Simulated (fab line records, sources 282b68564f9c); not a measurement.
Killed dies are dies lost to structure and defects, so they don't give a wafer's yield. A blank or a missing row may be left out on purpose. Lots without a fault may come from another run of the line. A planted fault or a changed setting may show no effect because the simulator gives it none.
Split-lot experiment | flow rit_cmos | 5 lots, 23 wafers read, on a route of 202 steps

THE SPLIT
At RIT_SILICIDE_SPUTTER_01 (material Ti, target thk 30 nm, time 240 s), the setting time_s was moved away from the recipe's 240 s on 11 of the 23 wafers read, by -7.2% to +12.2%. The other wafers ran this setting at the recipe's value.

FROM THE SPLIT TO THE READING: what the file shows between them, 1 step
- RIT_SILICIDE_RS_MEAS_02: measures by four-point-probe

THE READING
SILICIDE_TI_THK, in nm, at RIT_SILICIDE_THK_MEAS_03 (measures by xrf). Fault-free wafers of this fab line usually give 29.9 nm, standard deviation 0.36 nm.

wafer  | tool, chamber at the split | time_s as run, s | against the recipe | SILICIDE_TI_THK, nm | against lot-mates on the recipe
L080.3 | pvd_sputter-02, -          | 240              | recipe             | 29.5                | -
L080.4 | pvd_sputter-02, -          | 240              | recipe             | 29.5                | -
L080.5 | pvd_sputter-02, -          | 240              | recipe             | 29.4                | -
L081.1 | pvd_sputter-03, -          | 222.8            | -7.2%              | 27.2                | -2.2
L081.2 | pvd_sputter-03, -          | 222.8            | -7.2%              | 27.2                | -2.2
L081.4 | pvd_sputter-03, -          | 222.8            | -7.2%              | 27.2                | -2.2
L081.5 | pvd_sputter-03, -          | 240              | recipe             | 29.3                | -
L081.6 | pvd_sputter-03, -          | 240              | recipe             | 29.4                | -
L082.2 | pvd_sputter-03, -          | 240              | recipe             | 29.9                | -
L082.3 | pvd_sputter-03, -          | 269.3            | +12.2%             | 33.9                | +3.9
L082.4 | pvd_sputter-03, -          | 269.3            | +12.2%             | 33.8                | +3.8
L082.5 | pvd_sputter-03, -          | 240              | recipe             | 30.2                | -
L082.6 | pvd_sputter-03, -          | 269.3            | +12.2%             | 33.6                | +3.6
L083.1 | pvd_sputter-02, -          | 227.8            | -5.1%              | 28.5                | -1.6
L083.2 | pvd_sputter-02, -          | 240              | recipe             | 30.1                | -
L083.3 | pvd_sputter-02, -          | 227.8            | -5.1%              | 28.5                | -1.6
L083.4 | pvd_sputter-02, -          | 227.8            | -5.1%              | 29.0                | -1.1
L083.6 | pvd_sputter-02, -          | 240              | recipe             | 30.2                | -
L084.1 | pvd_sputter-01, -          | 249.4            | +3.9%              | 31.6                | +1.4
L084.2 | pvd_sputter-01, -          | 249.4            | +3.9%              | 31.3                | +1.1
L084.4 | pvd_sputter-01, -          | 240              | recipe             | 30.0                | -
L084.5 | pvd_sputter-01, -          | 240              | recipe             | 30.5                | -
L084.6 | pvd_sputter-01, -          | 240              | recipe             | 30.1                | -

THE FIT
A straight line over all 23 wafers: SILICIDE_TI_THK changes by +0.325 nm for each +1% of time_s; r = +0.98; the points scatter about the line by 0.39 nm.
The same after taking each lot's own level away (the mean of its wafers on the recipe; 23 wafers): +0.303 nm for each +1%; r = +1.00; scatter 0.15 nm.
On that fit, the largest move of time_s shifts the reading by 3.7 nm.
The lots' own levels span 29.35 to 30.20 nm, that is 2.4 times the standard deviation above.
So the lot-to-lot level changes the slope little: the two slopes agree.
Check: with one of the wafers moved furthest among these (+12.2%) left out of the fit, the line predicts +3.67 nm for it against its lot-mates. It came out at +3.85 nm against them.

THE WHOLE CHAIN: every reading that the file lists as answering this split, in the file's order
step                     | what it does                              | reading                                                                           | change (the file's fit)               | r (the file's)
RIT_SILICIDE_SPUTTER_01  | material Ti, target thk 30 nm, time 240 s | Ti_of_SILICIDE_SPUTTER_01.thk_nm (the simulator's own value, which no gauge read) | +0.302 nm for each +1% of the setting | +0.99
RIT_SILICIDE_RS_MEAS_02  | measures by four-point-probe              | SILICIDE_TI_RS                                                                    | -0.567 for each +1% of the setting    | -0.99
RIT_SILICIDE_THK_MEAS_03 | measures by xrf                           | SILICIDE_TI_THK                                                                   | +0.303 for each +1% of the setting    | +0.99

THE FILE'S OWN FIT
SILICIDE_TI_THK changes by +0.303 nm for each +1% of time_s, r = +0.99.
